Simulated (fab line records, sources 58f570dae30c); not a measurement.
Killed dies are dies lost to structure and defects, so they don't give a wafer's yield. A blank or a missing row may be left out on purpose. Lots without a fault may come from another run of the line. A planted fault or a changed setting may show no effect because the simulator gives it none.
Chamber matching | flow berkeley_cmos170 | UCB170_V1_CMP_02 on cmp-02: 4 sister chambers
The step polishes SiO2. 14 wafers are shown with their chamber, then 7 later ones without.

WAFERS WITH THEIR CHAMBER
wafer  | chamber | motor_current_A (A)
L487.1 | 0       | 17.7
L487.4 | 2       | 14.0
L487.5 | 0       | 17.4
L489.3 | 2       | 14.4
L489.5 | 3       | 14.5
L489.6 | 2       | 13.8
L490.1 | 3       | 14.9
L490.3 | 2       | 13.9
L490.6 | 1       | 17.1
L503.3 | 0       | 18.8
L503.4 | 1       | 17.1
L503.6 | 1       | 17.3
L505.1 | 2       | 14.4
L505.3 | 1       | 17.1

SIGNATURES (means of the wafers above)
reading         | chamber 0 | chamber 1 | chamber 2 | chamber 3 | scatter within a chamber
motor_current_A | 17.967    | 17.150    | 14.100    | 14.700    | 0.389
Rule: a wafer's distance from a chamber is the root of the sum, over the readings, of the square of ((its reading less the chamber's mean) divided by the reading's scatter). The wafer belongs to the nearest chamber; if the next one is less than 2 further off, it can't be placed. The scatter: the root of (the sum of the squares of (reading less its chamber's mean) over the shown wafers, divided by (wafers less chambers)).

WAFERS WITHOUT THEIR CHAMBER
wafer  | motor_current_A (A)
L505.4 | 18.7
L509.1 | 17.4
L509.4 | 14.2
L509.5 | 17.7
L510.1 | 14.1
L510.4 | 16.9
L510.5 | 16.6

WHICH CHAMBER EACH WENT THROUGH
wafer  | from the rows above     | in truth
L505.4 | 0                       | 0
L509.1 | can't be placed: 1 or 0 | 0
L509.4 | can't be placed: 2 or 3 | 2
L509.5 | can't be placed: 0 or 1 | 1
L510.1 | can't be placed: 2 or 3 | 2
L510.4 | 1                       | 1
L510.5 | 1                       | 1
Placed correctly: 3 of 7. Can't be placed from these rows: 4 (the true chamber is among the candidates in 4). Placed wrongly: 0.
